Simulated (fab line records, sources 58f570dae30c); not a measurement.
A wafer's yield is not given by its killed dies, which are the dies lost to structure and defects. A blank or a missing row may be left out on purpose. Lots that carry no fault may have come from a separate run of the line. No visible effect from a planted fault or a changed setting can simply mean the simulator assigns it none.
Problem report, 8D (eight disciplines) form, completed by code	flow berkeley_cmos170	the parts of the form that need people (team, actions taken, sign-off) are left out

## 1. THE ISSUE
Wafers without a fault read 158.5 s, standard deviation 0.6; run_length_s at UCB170_M1_METAL_ETCH_12 reads a mean of 116.5 s on 6 wafers belonging to 2 lots. That is -70 standard deviations from the usual mean.
The step: etches Al in Cl2/BCl3, stops on PSG, target depth 780 nm, time 130 s.
First observed at day 10 21:04: wafer L998.1, on rie_metal-04. At this step, 42 wafers from 14 lots have a number in the record. Rule for "out" (also "out of limits"): further than 4 standard deviations from the usual mean. The other wafers with a number count as sound.

## 2. WHAT IT IS, AND WHAT IT ISN'T
question	is	is not
which readings at this step	run_length_s, oes_product_au	drypump_motor_current_A, throttle_valve_pct
which lots	L101, L998	L102, L105, L106, L107, L108, L988, L990, L991, L992, L993, L994, L999
which wafers of those lots	all that have a number	-
read on which tools	rie_metal-04	rie_metal-01, rie_metal-03
when	from day 10 21:04	up to then (18 sound wafers); but 18 sound wafers of L102, L105, L106, L107, L108, L999 came after

## 3. WHAT RULES OUT EACH SUSPECT
Counting: any tool at a process step up to the reading is kept as a suspect provided that every lot that is out went through it and no sound lot did after the first of them.
- rie_metal-04 at UCB170_M1_METAL_ETCH_12 (etches Al in Cl2/BCl3, stops on PSG, target depth 780 nm, time 130 s): kept. It processed each lot that is out, first L998 at day 10 21:04, and no sound lot thereafter; up to then, the last sound lot it processed was L994 at day 9 17:12. On those wafers its own readings are out: oes_product_au, run_length_s.
Remaining after the count: rie_metal-04 at UCB170_M1_METAL_ETCH_12.

## 4. THE CAUSE (what the simulator had put in)
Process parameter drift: rie_metal-04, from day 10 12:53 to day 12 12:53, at UCB170_M1_METAL_ETCH_12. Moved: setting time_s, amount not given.
Only this tool survived the counting.

## 5. THE CHAIN OF EFFECTS, in route order
Rows list readings where the struck wafers' mean (over those with a number) sits beyond 3 standard deviations from the usual. Only readings whose record carries a usual standard deviation are examined. hours: median over the lots of the time between each lot's start at the first step of this table that gives one and its start at this step. sigmas: the change, counted in usual standard deviations.
hours	step	reading	usual	on struck wafers	change	sigmas
0	UCB170_M1_METAL_ETCH_12	oes_product_au	0.852 a.u.	0.998	+0.146	+11
0	UCB170_M1_METAL_ETCH_12	run_length_s	158.5 s	116.5	-42.0	-70
14	UCB170_M3_PROBE_99	defect_limited_yield	98.9 %	0.0	-98.9	-99 or more
14	UCB170_M3_PROBE_99	killed_at_M0_to_M3	0.8	262.5	+261.7	+99 or more
14	UCB170_M3_PROBE_99	killed_dies	2.9	264.0	+261.1	+99 or more
14	UCB170_M3_PROBE_99	killed_on_rim	0.9	70.0	+69.1	+71
14	UCB170_M3_PROBE_99	sort_bin_5_function	0.7 %	99.5	+98.8	+99 or more
14	UCB170_M3_PROBE_99	sort_n_pass	261.1	0.0	-261.1	-99 or more
14	UCB170_M3_PROBE_99	sort_yield_pct	98.9 %	0.0	-98.9	-99 or more
Its process steps:
- UCB170_M1_METAL_ETCH_12: etches Al in Cl2/BCl3, stops on PSG, target depth 780 nm, time 130 s.
- UCB170_M3_PROBE_99

## 6. WHAT WOULD HAVE CAUGHT IT SOONER
8 hours passed between the start of the fault at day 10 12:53 and the first reading out of limits in this record, taken at day 10 21:04.
